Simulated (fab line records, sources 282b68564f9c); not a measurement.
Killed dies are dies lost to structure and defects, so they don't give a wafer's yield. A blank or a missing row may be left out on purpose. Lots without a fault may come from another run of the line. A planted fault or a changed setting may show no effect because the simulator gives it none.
A struck lot beside a sound one | flow rit_cmos | 20 steps out of a route of 202
Sound: wafers L403.1, L403.2, L403.4. Struck: wafers L399.1, L399.2, L399.6. The cause comes at the end.
At each step with rows: each side's tool, then ch and its chambers, then its first start. Under that, the readings that differ: sound wafers | struck wafers | difference of the means | sigmas: that difference in standard deviations of wafers without a fault.
alike: readings whose means differ by less than 2 such deviations, and words and numbers that are the same on both sides. not compared: withheld readings, readings that some wafer has no value for, bounds like >300 that may hide the same value, and numbers for which the record gives no deviation and whose values overlap.
The two part at a step that has a row with sigmas, a row that says differs or no value, or rows on one side only. Numbers that don't overlap but have no deviation are shown without sigmas and don't part them. A reading that every wafer of one side lacks parts them only if that side has two wafers or more.

first, 2 steps without rows for these wafers: RIT_NWELL_HARDBAKE_07 (time 120 s); RIT_NWELL_IMPLANT_08.
RIT_NWELL_STRIP_09: strips in O2, time 180 s.
  sound on plasma_asher-02 ch 0,1, day 5 07:28; struck on plasma_asher-02 ch 0,1, day 4 11:59
  alike: chamber_pressure_mTorr, drypump_motor_current_A
  not compared: rf_hours_counter_h
RIT_NWELL_TW_MEAS_10:
  sound on film_metro-01, day 5 07:39; struck on film_metro-01, day 4 12:10
  alike: NWELL_TW
then, 6 steps without rows for these wafers: RIT_PWELL_HMDS_00 (prime time 60 s); RIT_PWELL_COAT_01 (resist thk 1300 nm); RIT_PWELL_SOFTBAKE_02 (time 60 s); RIT_PWELL_EXPOSE_03 (exposes mask M3, target cd 43700 nm); RIT_PWELL_PEB_04; RIT_PWELL_DEVELOP_05 (develop time 68 s).
RIT_PWELL_OVL_MEAS_06:
  sound on overlay-01, day 5 08:35; struck on overlay-01, day 4 13:15
  alike: PWELL_OVL
then, 1 step without rows for these wafers: RIT_PWELL_HARDBAKE_07 (time 120 s).
RIT_PWELL_IMPLANT_08:
  sound on implanter-04 ch 0, day 5 08:52; struck on implanter-03 ch 0, day 4 13:38
  reading                   | sound                | struck               | difference | sigmas
  beam_energy_keV           | 170.04 170.02 170.05 | 138.61 138.62 138.71 | -31.39     | -99 or more
  model.implant.rp_nm (nm)  | 493.1 493.1 493.1    | 405.5 405.5 405.5    | -87.6      |
  model.implant.drp_nm (nm) | 102.9 102.9 102.9    | 95.12 95.12 95.12    | -7.78      |
RIT_PWELL_STRIP_09: strips in O2, time 180 s.
  sound on plasma_asher-02 ch 0,1, day 5 09:01; struck on plasma_asher-04 ch 0,1, day 4 13:47
  alike: chamber_pressure_mTorr, drypump_motor_current_A
  not compared: rf_hours_counter_h
RIT_PWELL_TW_MEAS_10:
  sound on film_metro-01, day 5 09:12; struck on film_metro-04, day 4 13:58
  reading  | sound       | struck      | difference | sigmas
  PWELL_TW | 948 947 947 | 929 929 927 | -19        | -3
then, 1 step without rows for these wafers: RIT_WELLDRIVE_ANNEAL_00 (time 14700 s).
RIT_WELLDRIVE_RS_MEAS_01: measures by four-point-probe.
  sound on film_metro-01, day 5 15:08; struck on film_metro-04, day 4 20:01
  alike: NWELL_RS
RIT_WELLDRIVE_RS_MEAS_02: measures by four-point-probe.
  sound on film_metro-01, day 5 15:15; struck on film_metro-04, day 4 20:08
  reading           | sound             | struck            | difference | sigmas
  PWELL_RS (ohm/sq) | 429.8 430.6 429.9 | 436.5 436.1 436.5 | +6.3       | +4
then, 1 step without rows for these wafers: RIT_NRETRO_HMDS_00 (prime time 60 s).
RIT_M1_PROBE_99:
  sound on prober-02, day 6 22:01; struck on prober-01, day 6 02:45
  reading                                | sound               | struck            | difference | sigmas
  model.etest.nmos_0p3.r_on_ohm_um       | 2215 2257 2210      | 2261 2268 2297    | +48        |
  model.etest.pwell.rs_ohm_sq            | 418.4 422.6 421.7   | 453.2 452.4 447.2 | +30.0      |
  model.etest.pwell_pinched.rs_ohm_sq    | 461.9 466.7 462.3   | 479.1 479.7 477.5 | +15.1      |
  model.etest.nmos_0p3.drive_ua_um       | 223.8 219.4 223.2   | 205.8 204.7 205.6 | -16.8      |
  model.etest.nmos_0p15.off_log10_a_um   | -10.31 -10.5 -10.04 | -10.76 -10.99 -11 | -0.63      |
  model.etest.diode_nplus_pwell.bv_v (V) | 5.925 5.951 5.936   | 5.8 5.863 5.808   | -0.1       |
  alike: killed_at_contacts, killed_at_front_end, killed_dies, killed_on_rim, killed_open, killed_short
  not compared: model.etest.nmos_0p3.bv_v, model.etest.nmos_0p15.bv_v

WHERE THEY PART
First at RIT_PWELL_IMPLANT_08; last, within this record, at RIT_WELLDRIVE_RS_MEAS_02. Later steps at which nothing parts them and some readings are alike: RIT_M1_PROBE_99.

WHY: what the simulator had put in
Process parameter drift: implanter-03, from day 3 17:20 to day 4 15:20, at RIT_PWELL_IMPLANT_08. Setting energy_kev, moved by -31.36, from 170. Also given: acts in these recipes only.
